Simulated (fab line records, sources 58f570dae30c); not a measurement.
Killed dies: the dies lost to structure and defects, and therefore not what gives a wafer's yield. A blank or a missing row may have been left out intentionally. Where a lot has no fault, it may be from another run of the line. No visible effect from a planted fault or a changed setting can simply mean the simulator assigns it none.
fab line records	flow berkeley_cmos170
[record] lots = 5	wafers = 23
route steps=331 shown ACTIVE@65 PFIELD@82 FIELD@89 GATE@136 PLDD@146 NLDD@162 BACKSIDE@200
start_h: hours from the record's first day to the start of the lot's first wafer shown	wait_h: hours since the lot's step before	" unchanged from the row above	L1.1+2: a single row standing in for several wafers	- value missing, or start not given	* or withheld: withheld	< > ~ a bound
route shown NAME@n: a module of which the file shows steps, and the number in the route of the first	usual: mean/standard deviation of fault-free wafers	same: alike in all rows	chamber/n: place in a boat	sites: per-site readings	_std_site: standard deviation of those values	_edge_site: inner sites' mean taken away from outer sites' mean	radius_mm: how far each site lies from the wafer's centre	mask NAME#n: copy n	behind: tool/chamber where the wafer was last shaped	hold: why the lot went on hold/how many hours it stayed there/how the hold came to an end	device: the n, p or np transistor that did not switch	end of line: the route-end tests of the same wafers	a step with no rows: only its recipe	killed: at the first sort, the dies lost to defects and structure; wafer yield is something else	map: dies across one wafer; x = killed, . = not, _ = none there
set.NAME: the setting the step ran with; set.NAME@STEP: the setting that earlier step ran with	model.NAME: the simulator's own value behind a step, which no gauge read
one table per step and one row per wafer, for lots whose settings were changed on purpose
[[steps]]
[step UCB170_ACTIVE_CVD_05]
[recipe] material = Si3N4	target_thk_nm = 220	temp_c = 800	precursor = SiH2Cl2/NH3	time_s = 3300	pressure_mtorr = 200	sih2cl2_flow_sccm = 25	nh3_flow_sccm = 75
lot.wafer	tool	chamber	start_h	wait_h	set.nh3_flow_sccm
L075.3+4+5	lpcvd-01	1	79.92	0.7	75
L079.1+2+3+4+6	-	-	-	0.0	79.35
L082.1+2+3+5+6	-	-	-	0.7	75
L084.1+3+4+5+6	-	-	-	0.0	84.22
L085.1+3+4+5+6	-	-	-	1.7	82.61
[step UCB170_PFIELD_EXPOSE_03]
[recipe] mask_id = PFIELD	na = 0.5	sigma_outer = 0.6	source_shape = conventional	target_cd_nm = 1500	dose_mj = 30
lot.wafer	tool	chamber	start_h	wait_h	mask	set.dose_mj
L075.3+4+5	krf_scanner-01	0	85.26	0.1	PFIELD#0	30
L079.1+2+3+4+6	krf_scanner-02	0	109.52	0.2	PFIELD#0	30
L082.1+3+6	krf_scanner-02	0	121.36	0.2	PFIELD#0	30
L082.2+5	"	0	"	"	PFIELD#0	31.21
L084.1+3	krf_scanner-01	0	129.27	0.1	PFIELD#0	31.52
L084.4+5+6	"	0	"	"	PFIELD#0	30
L085.1+3+4+5+6	krf_scanner-01	0	136.80	0.2	PFIELD#0	30
[step UCB170_PFIELD_PEB_04]
[recipe] peb_temp_c = 130	peb_time_s = withheld	resist = KrF
[step UCB170_PFIELD_DEVELOP_05]
[recipe] developer = TMAH	develop_time_s = 45	resist = KrF	dev_temp_c = 21
[step UCB170_PFIELD_STRIP_08]
[recipe] chemistry = O2	power_w = 400	pressure_mtorr = 3500	platen_temp_c = withheld	o2_flow_sccm = 400	overash_fraction = 0.5
[step UCB170_FIELD_CLEAN_00]
[recipe] chemistry = dHF	dilution = 25:1	time_s = 7.5
lot.wafer	tool	chamber	start_h	wait_h	set.nh3_flow_sccm@ACTIVE_CVD_05	model.Si3N4_of_ACTIVE_CVD_05.thk_nm
L075.3	wet_bench-02	2	86.20	0.0	75	217.8
L075.4	"	2	"	"	75	221
L075.5	"	2	"	"	75	220.5
L079.1	wet_bench-02	2	110.25	0.1	79.35	231
L079.2	"	2	"	"	79.35	231.2
L079.3	"	2	"	"	79.35	230.8
L079.4+6	"	2	"	"	79.35	228.7
L082.1+5+6	wet_bench-01	1	123.43	1.4	75	217.9
L082.2	"	1	"	"	75	216.9
L082.3	"	1	"	"	75	217.7
L084.1	wet_bench-04	2	130.01	0.1	84.22	237.5
L084.3+5	"	2	"	"	84.22	238.1
L084.4	"	2	"	"	84.22	237.4
L084.6	"	2	"	"	84.22	239
L085.1	wet_bench-02	2	138.44	0.2	82.61	236
L085.3	"	2	"	"	82.61	235.1
L085.4+5	"	2	"	"	82.61	236.1
L085.6	"	2	"	"	82.61	235.4
[step UCB170_FIELD_OXIDATION_01]
[recipe] temp_c = 1000	ambient = H2O	p_h2o_torr = 584.62	target_thk_a = 5583	ox_time_s = 7200
lot.wafer	tool	chamber	start_h	wait_h	set.ox_time_s	model.SiO2_of_FIELD_OXIDATION_01.thk_nm
L075.3	furnace-02	0	88.38	2.2	7200	557.7
L075.4	"	0	"	"	7200	562
L075.5	"	0	"	"	7200	555.3
L079.1	-	-	-	2.8	6707	535
L079.2	"	-	"	"	6707	530
L079.3	"	-	"	"	6707	527.6
L079.4	"	-	"	"	6707	534.4
L079.6	"	-	"	"	6707	535.6
L082.1	-	-	-	1.8	6811	557.5
L082.2	"	-	"	"	6811	561.7
L082.3	"	-	"	"	6811	553.9
L082.5	"	-	"	"	6811	562.4
L082.6	"	-	"	"	6811	560.1
L084.1	-	-	-	2.2	8006	581.9
L084.3	"	-	"	"	8006	594.2
L084.4	"	-	"	"	8006	597.7
L084.5	"	-	"	"	8006	593.2
L084.6	"	-	"	"	8006	587.8
L085.1	-	-	-	2.6	6930	533
L085.3	"	-	"	"	6930	532.8
L085.4	"	-	"	"	6930	538.1
L085.5	"	-	"	"	6930	541.7
L085.6	"	-	"	"	6930	527.3
[step UCB170_GATE_PEB_10]
[recipe] peb_temp_c = 130	peb_time_s = withheld	resist = KrF
lot.wafer	tool	chamber	start_h	wait_h	set.peb_temp_c
L075.3+4+5	litho_track-01	0	124.02	0.1	130
L079.1+2+3+4+6	litho_track-01	0	150.57	0.1	130
L082.1+2+5	litho_track-04	0	159.20	0.1	133.6
L082.3+6	"	0	"	"	130
L084.1+3+4	litho_track-04	0	170.18	0.5	132.3
L084.5+6	"	0	"	"	130
L085.1+4+6	litho_track-04	0	181.50	0.3	129
L085.3+5	"	0	"	"	130
[step UCB170_GATE_DEVELOP_11]
[recipe] developer = TMAH	develop_time_s = 45	resist = KrF	dev_temp_c = 21
[step UCB170_GATE_CD_MEAS_12]
[recipe] target_cd_nm = 350
[usual] cd_nm = 350.3/1.5
lot.wafer	tool	chamber	start_h	wait_h	set.peb_temp_c@GATE_PEB_10	cd_nm
L075.3	cd_sem-01	-	124.31	-	130	346.3
L075.4	"	-	"	"	130	347.0
L075.5	"	-	"	"	130	349.2
L079.1	cd_sem-02	-	150.85	-	130	349.5
L079.2	"	-	"	"	130	349.9
L079.3	"	-	"	"	130	347.3
L079.4	"	-	"	"	130	346.4
L079.6	"	-	"	"	130	349.2
L082.1	cd_sem-01	-	159.47	-	133.6	332.8
L082.2	"	-	"	"	133.6	332.6
L082.3	"	-	"	"	130	352.2
L082.5	"	-	"	"	133.6	332.3
L082.6	"	-	"	"	130	352.5
L084.1	cd_sem-01	-	170.45	-	132.3	337.1
L084.3	"	-	"	"	132.3	336.7
L084.4	"	-	"	"	132.3	337.9
L084.5	"	-	"	"	130	350.4
L084.6	"	-	"	"	130	349.6
L085.1	cd_sem-02	-	181.96	-	129	358.6
L085.3	"	-	"	"	130	350.4
L085.4	"	-	"	"	129	358.5
L085.5	"	-	"	"	130	350.4
L085.6	"	-	"	"	129	358.7
[step UCB170_GATE_ETCH_14]
[recipe] chemistry = N2/H2	target_depth_a = withheld	overetch_a = withheld	target = BARC	time_s = withheld	source_w = 500	bias_w = 100	pressure_mtorr = 30	n2_flow_sccm = 100	h2_flow_sccm = 200
[step UCB170_GATE_ETCH_15]
[recipe] chemistry = HBr/Cl2	target = poly-Si	stop_on = SiO2	over_etch_frac = 0.3	icp_w = 300	bias_w = 150	time_s = 54.5	pressure_mtorr = 15	HBr_flow_sccm = 150	Cl2_flow_sccm = 50	target_depth_a = 2782
lot.wafer	tool	chamber	start_h	wait_h	set.peb_temp_c@GATE_PEB_10	model.GATE.cd_nm
L075.3	rie_si-01	3	124.47	-	130	346.2
L075.4	"	0	"	"	130	346.4
L075.5	"	1	"	"	130	348.8
L079.1	rie_si-02	2	151.05	-	130	349.2
L079.2	"	0	"	"	130	350.2
L079.3	"	1	"	"	130	347.7
L079.4	"	1	"	"	130	347.2
L079.6	"	0	"	"	130	348.8
L082.1	rie_si-01	2	159.67	-	133.6	332.5
L082.2	"	1	"	"	133.6	332.2
L082.3	"	1	"	"	130	351.8
L082.5	"	2	"	"	133.6	332.1
L082.6	"	1	"	"	130	351.7
L084.1	rie_si-02	1	170.65	-	132.3	337.2
L084.3	"	0	"	"	132.3	336
L084.4	"	2	"	"	132.3	338.4
L084.5	"	0	"	"	130	350.3
L084.6	"	3	"	"	130	349.2
L085.1	rie_si-02	1	182.16	-	129	358
L085.3	"	0	"	"	130	350.6
L085.4	"	3	"	"	129	358.5
L085.5	"	2	"	"	130	351
L085.6	"	3	"	"	129	358.7
[step UCB170_GATE_STRIP_16]
[recipe] chemistry = O2	power_w = 400	pressure_mtorr = 3500	platen_temp_c = withheld	o2_flow_sccm = 400	overash_fraction = 0.5
[step UCB170_GATE_CD_MEAS_90]
[recipe] target_cd_nm = 350
[usual] cd_nm = 350.2/1.5
lot.wafer	tool	chamber	start_h	wait_h	set.peb_temp_c@GATE_PEB_10	cd_nm
L075.3	cd_sem-01	-	124.66	0.1	130	346.3
L075.4	"	-	"	"	130	346.8
L075.5	"	-	"	"	130	348.7
L079.1	cd_sem-01	-	151.19	0.1	130	348.9
L079.2	"	-	"	"	130	350.4
L079.3	"	-	"	"	130	347.9
L079.4	"	-	"	"	130	346.6
L079.6	"	-	"	"	130	349.1
L082.1	cd_sem-02	-	159.90	0.1	133.6	332.3
L082.2	"	-	"	"	133.6	332.1
L082.3	"	-	"	"	130	351.9
L082.5	"	-	"	"	133.6	332.1
L082.6	"	-	"	"	130	351.2
L084.1	cd_sem-02	-	170.80	0.1	132.3	337.3
L084.3	"	-	"	"	132.3	336.1
L084.4	"	-	"	"	132.3	338.2
L084.5	"	-	"	"	130	350.2
L084.6	"	-	"	"	130	349.1
L085.1	cd_sem-02	-	182.44	0.2	129	358.2
L085.3	"	-	"	"	130	350.8
L085.4	"	-	"	"	129	358.4
L085.5	"	-	"	"	130	350.9
L085.6	"	-	"	"	129	358.6
[step UCB170_PLDD_COAT_01]
[recipe] resist = KrF	spin_rpm = 1500	resist_thk_nm = 900
lot.wafer	tool	chamber	start_h	wait_h	set.resist_thk_nm	model.KrF_of_PLDD_COAT_01.thk_nm
L075.3	litho_track-01	0	125.11	0.1	900	899.3
L075.4	"	0	"	"	900	898.2
L075.5	"	0	"	"	900	896.7
L079.1	litho_track-01	0	151.67	0.1	900	896
L079.2	"	0	"	"	900	895.2
L079.3	"	0	"	"	900	894.3
L079.4	"	0	"	"	900	893.9
L079.6	"	0	"	"	900	894
L082.1	litho_track-01	0	161.06	0.1	931.4	932.2
L082.2	"	0	"	"	900	898.4
L082.3	"	0	"	"	900	901.5
L082.5	"	0	"	"	931.4	928.9
L082.6	"	0	"	"	931.4	930
L084.1	litho_track-02	0	171.29	0.1	900	904.1
L084.3	"	0	"	"	900	903
L084.4+5	"	0	"	"	900	902.5
L084.6	"	0	"	"	900	904.5
L085.1	litho_track-01	0	183.46	0.1	900	900.1
L085.3	"	0	"	"	916.4	913.4
L085.4	"	0	"	"	900	896.5
L085.5	"	0	"	"	900	897.3
L085.6	"	0	"	"	916.4	914.4
[step UCB170_PLDD_EXPOSE_03]
[recipe] mask_id = PSELECT	na = 0.5	sigma_outer = 0.6	source_shape = conventional	target_cd_nm = 1200	dose_mj = 30
lot.wafer	tool	chamber	start_h	wait_h	mask	set.dose_mj
L075.3+4+5	krf_scanner-01	0	125.40	0.1	PSELECT#0	30
L079.1+2+3+4+6	krf_scanner-02	0	152.10	0.2	PSELECT#0	30
L082.1+3+6	krf_scanner-01	0	161.48	0.2	PSELECT#0	30
L082.2+5	"	0	"	"	PSELECT#0	31.27
L084.1+4+5	krf_scanner-02	0	171.59	0.1	PSELECT#0	30
L084.3+6	"	0	"	"	PSELECT#0	30.63
L085.1+3+4+5+6	krf_scanner-01	0	183.99	0.4	PSELECT#0	30
[step UCB170_PLDD_PEB_04]
[recipe] peb_temp_c = 130	peb_time_s = withheld	resist = KrF
[step UCB170_PLDD_DEVELOP_05]
[recipe] developer = TMAH	develop_time_s = 45	resist = KrF	dev_temp_c = 21
[step UCB170_PLDD_CD_MEAS_06]
[recipe] target_cd_nm = 1200
[usual] cd_nm = 1199.7/1.5
lot.wafer	tool	chamber	start_h	wait_h	set.dose_mj@PLDD_EXPOSE_03	cd_nm
L075.3	cd_sem-01	-	125.80	-	30	1199.8
L075.4	"	-	"	"	30	1200.1
L075.5	"	-	"	"	30	1199.4
L079.1	cd_sem-02	-	152.70	-	30	1202.0
L079.2	"	-	"	"	30	1202.8
L079.3	"	-	"	"	30	1201.9
L079.4	"	-	"	"	30	1204.1
L079.6	"	-	"	"	30	1200.7
L082.1	cd_sem-01	-	162.08	-	30	1197.8
L082.2	"	-	"	"	31.27	1207.0
L082.3	"	-	"	"	30	1199.3
L082.5	"	-	"	"	31.27	1205.9
L082.6	"	-	"	"	30	1198.8
L084.1	cd_sem-01	-	172.19	-	30	1197.8
L084.3	"	-	"	"	30.63	1200.9
L084.4	"	-	"	"	30	1198.8
L084.5	"	-	"	"	30	1197.3
L084.6	"	-	"	"	30.63	1202.2
L085.1	cd_sem-02	-	184.75	-	30	1201.2
L085.3	"	-	"	"	30	1200.4
L085.4	"	-	"	"	30	1200.4
L085.5	"	-	"	"	30	1199.6
L085.6	"	-	"	"	30	1201.5
[step UCB170_PLDD_IMPLANT_08]
[recipe] species = BF2	dose_cm2 = 5e+13	energy_kev = 10	tilt_deg = 7	rotation_deg = 0
[step UCB170_PLDD_IMPLANT_09]
[recipe] species = BF2	dose_cm2 = 5e+13	energy_kev = 10	tilt_deg = 7	rotation_deg = 180
[step UCB170_PLDD_STRIP_10]
[recipe] chemistry = O2	power_w = 400	pressure_mtorr = 3500	platen_temp_c = withheld	o2_flow_sccm = 400	overash_fraction = 0.5
[usual] strip_time_to_endpoint_s = 21.61/0.063
lot.wafer	tool	chamber	start_h	wait_h	set.resist_thk_nm@PLDD_COAT_01	strip_time_to_endpoint_s
L075.3	plasma_asher-02	0	126.25	0.1	900	21.61
L075.4	"	1	"	"	900	21.58
L075.5	"	0	"	"	900	21.55
L079.1	plasma_asher-03	1	153.15	0.1	900	21.52
L079.2	"	0	"	"	900	21.51
L079.3	"	1	"	"	900	21.50
L079.4	"	0	"	"	900	21.50
L079.6	"	0	"	"	900	21.48
L082.1	plasma_asher-03	0	162.54	0.1	931.4	22.40
L082.2	"	1	"	"	900	21.57
L082.3	"	0	"	"	900	21.66
L082.5	"	1	"	"	931.4	22.34
L082.6	"	0	"	"	931.4	22.33
L084.1	plasma_asher-02	1	172.64	0.1	900	21.73
L084.3	"	1	"	"	900	21.71
L084.4	"	0	"	"	900	21.70
L084.5	"	0	"	"	900	21.69
L084.6	"	1	"	"	900	21.74
L085.1	plasma_asher-02	1	185.20	0.1	900	21.62
L085.3	"	0	"	"	916.4	21.95
L085.4	"	1	"	"	900	21.55
L085.5	"	1	"	"	900	21.57
L085.6	"	0	"	"	916.4	21.99
[step UCB170_NLDD_PEB_04]
[recipe] peb_temp_c = 130	peb_time_s = withheld	resist = KrF
lot.wafer	tool	chamber	start_h	wait_h	set.peb_temp_c
L075.3+4+5	litho_track-04	0	127.25	0.1	130
L079.1+2	litho_track-04	0	154.83	0.1	132.6
L079.3+4+6	"	0	"	"	130
L082.1+2	litho_track-04	0	163.91	0.2	127.9
L082.3+5+6	"	0	"	"	130
L084.1+5	litho_track-04	0	174.10	0.4	131
L084.3+4+6	"	0	"	"	130
L085.1+3+5	litho_track-04	0	186.27	0.1	130
L085.4+6	"	0	"	"	127.1
[step UCB170_NLDD_DEVELOP_05]
[recipe] developer = TMAH	develop_time_s = 45	resist = KrF	dev_temp_c = 21
[step UCB170_NLDD_CD_MEAS_06]
[recipe] target_cd_nm = 1200
[usual] cd_nm = 1200.0/1.5
lot.wafer	tool	chamber	start_h	wait_h	set.peb_temp_c@NLDD_PEB_04	cd_nm
L075.3	cd_sem-02	-	127.51	-	130	1198.0
L075.4	"	-	"	"	130	1197.7
L075.5	"	-	"	"	130	1197.7
L079.1	cd_sem-02	-	155.10	-	132.6	1216.1
L079.2	"	-	"	"	132.6	1216.2
L079.3	"	-	"	"	130	1202.2
L079.4	"	-	"	"	130	1200.7
L079.6	"	-	"	"	130	1201.3
L082.1	cd_sem-01	-	164.19	-	127.9	1185.7
L082.2	"	-	"	"	127.9	1186.1
L082.3	"	-	"	"	130	1202.3
L082.5	"	-	"	"	130	1201.6
L082.6	"	-	"	"	130	1202.3
L084.1	cd_sem-02	-	174.38	-	131	1206.4
L084.3	"	-	"	"	130	1200.1
L084.4	"	-	"	"	130	1199.9
L084.5	"	-	"	"	131	1207.7
L084.6	"	-	"	"	130	1199.3
L085.1	cd_sem-02	-	186.54	-	130	1197.9
L085.3	"	-	"	"	130	1198.4
L085.4	"	-	"	"	127.1	1176.6
L085.5	"	-	"	"	130	1199.3
L085.6	"	-	"	"	127.1	1176.7
[step UCB170_NLDD_IMPLANT_09]
[recipe] species = As	dose_cm2 = 5e+13	energy_kev = 30	tilt_deg = 7	rotation_deg = 180
lot.wafer	tool	chamber	start_h	wait_h	set.energy_kev	model.implant.rp_nm	model.implant.drp_nm
L075.3+4+5	implanter-01	0	127.83	0.1	30	21.28	9.611
L079.1+2+3	implanter-04	0	155.41	0.1	30	21.74	9.611
L079.4+6	"	0	"	"	31.63	22.64	9.992
L082.1+2+3+5+6	implanter-03	0	164.50	0.1	30	21.01	9.611
L084.1+4	implanter-04	0	174.68	0.1	30	20.74	9.611
L084.3+5+6	"	0	"	"	28.76	20.08	9.32
L085.1+5	implanter-01	0	186.85	0.1	28.73	20.05	9.313
L085.3+4+6	"	0	"	"	30	20.72	9.611
[step UCB170_BACKSIDE_COAT_01]
[recipe] resist = KrF	spin_rpm = 1500	resist_thk_nm = 900
lot.wafer	tool	chamber	start_h	wait_h	set.resist_thk_nm	model.KrF_of_BACKSIDE_COAT_01.thk_nm
L075.3	litho_track-02	0	137.91	0.1	900	901.3
L075.4	"	0	"	"	900	901.1
L075.5	"	0	"	"	900	901.7
L079.1	litho_track-01	0	164.13	0.1	900	897.1
L079.2	"	0	"	"	880.6	876.9
L079.3	"	0	"	"	900	897.2
L079.4	"	0	"	"	880.6	876.8
L079.6	"	0	"	"	900	895.5
L082.1	litho_track-01	0	173.06	0.1	900	893.8
L082.2	"	0	"	"	900	895.3
L082.3	"	0	"	"	900	892.7
L082.5	"	0	"	"	900	898
L082.6	"	0	"	"	900	895.5
L084.1	litho_track-03	0	185.10	0.1	881.9	881.9
L084.3	"	0	"	"	900	901.6
L084.4	"	0	"	"	900	902.3
L084.5	"	0	"	"	881.9	886.1
L084.6	"	0	"	"	881.9	883.6
L085.1	litho_track-02	0	195.84	0.1	900	901.3
L085.3	"	0	"	"	900	898.7
L085.4	"	0	"	"	900	898.2
L085.5	"	0	"	"	900	899.4
L085.6	"	0	"	"	900	899.9
[step UCB170_BACKSIDE_SOFTBAKE_02]
[recipe] resist = KrF	temp_c = 130	time_s = 60
[step UCB170_BACKSIDE_STRIP_03]
[recipe] chemistry = O2	power_w = 400	pressure_mtorr = 3500	platen_temp_c = withheld	o2_flow_sccm = 400	overash_fraction = 0.5
[usual] strip_time_to_endpoint_s = 21.96/0.06
lot.wafer	tool	chamber	start_h	wait_h	set.resist_thk_nm@BACKSIDE_COAT_01	strip_time_to_endpoint_s
L075.3	plasma_asher-01	1	138.20	0.1	900	22.01
L075.4	"	0	"	"	900	22.00
L075.5	"	1	"	"	900	22.00
L079.1	plasma_asher-03	1	164.43	0.1	900	21.90
L079.2	"	0	"	"	880.6	21.42
L079.3	"	1	"	"	900	21.89
L079.4	"	0	"	"	880.6	21.42
L079.6	"	1	"	"	900	21.85
L082.1	plasma_asher-02	0	173.36	0.1	900	21.82
L082.2	"	1	"	"	900	21.84
L082.3	"	1	"	"	900	21.80
L082.5	"	1	"	"	900	21.91
L082.6	"	0	"	"	900	21.88
L084.1	plasma_asher-01	1	185.40	0.1	881.9	21.53
L084.3	"	1	"	"	900	22.00
L084.4	"	0	"	"	900	22.02
L084.5	"	1	"	"	881.9	21.64
L084.6	"	0	"	"	881.9	21.57
L085.1	plasma_asher-02	1	196.14	0.1	900	21.99
L085.3	"	0	"	"	900	21.94
L085.4	"	1	"	"	900	21.91
L085.5	"	1	"	"	900	21.95
L085.6	"	0	"	"	900	21.98
[[key]]
[split] step = UCB170_ACTIVE_CVD_05	setting = nh3_flow_sccm	stated = 75	by = lot
[response] step = UCB170_FIELD_CLEAN_00	reading = model.Si3N4_of_ACTIVE_CVD_05.thk_nm	change = +1.62	per = 1%	r = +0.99
[split] step = UCB170_PFIELD_EXPOSE_03	setting = dose_mj	stated = 30	by = wafer
response none clear
[split] step = UCB170_FIELD_OXIDATION_01	setting = ox_time_s	stated = 7200	by = lot
[response] step = UCB170_FIELD_OXIDATION_01	reading = model.SiO2_of_FIELD_OXIDATION_01.thk_nm	change = +2.9	per = 1%	r = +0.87
[split] step = UCB170_GATE_PEB_10	setting = peb_temp_c	stated = 130	by = wafer
[response] step = UCB170_GATE_CD_MEAS_12	reading = cd_nm	change = -7.35	per = 1%	r = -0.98
[response] step = UCB170_GATE_ETCH_15	reading = model.GATE.cd_nm	change = -7.2	per = 1%	r = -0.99
[response] step = UCB170_GATE_CD_MEAS_90	reading = cd_nm	change = -7.15	per = 1%	r = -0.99
[split] step = UCB170_PLDD_COAT_01	setting = resist_thk_nm	stated = 900	by = wafer
[response] step = UCB170_PLDD_COAT_01	reading = model.KrF_of_PLDD_COAT_01.thk_nm	change = +8.71	per = 1%	r = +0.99
[response] step = UCB170_PLDD_STRIP_10	reading = strip_time_to_endpoint_s	change = *	per = 1%	r = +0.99
[split] step = UCB170_PLDD_EXPOSE_03	setting = dose_mj	stated = 30	by = wafer
[response] step = UCB170_PLDD_CD_MEAS_06	reading = cd_nm	change = +1.82	per = 1%	r = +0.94
[split] step = UCB170_NLDD_PEB_04	setting = peb_temp_c	stated = 130	by = wafer
[response] step = UCB170_NLDD_CD_MEAS_06	reading = cd_nm	change = +9.03	per = 1%	r = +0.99
[split] step = UCB170_NLDD_IMPLANT_09	setting = energy_kev	stated = 30	by = wafer
[response] step = UCB170_NLDD_IMPLANT_09	reading = model.implant.rp_nm	change = +0.162	per = 1%	r = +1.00
[response] step = UCB170_NLDD_IMPLANT_09	reading = model.implant.drp_nm	change = +0.0702	per = 1%	r = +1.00
[split] step = UCB170_BACKSIDE_COAT_01	setting = resist_thk_nm	stated = 900	by = wafer
[response] step = UCB170_BACKSIDE_COAT_01	reading = model.KrF_of_BACKSIDE_COAT_01.thk_nm	change = +9.08	per = 1%	r = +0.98
[response] step = UCB170_BACKSIDE_STRIP_03	reading = strip_time_to_endpoint_s	change = *	per = 1%	r = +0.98
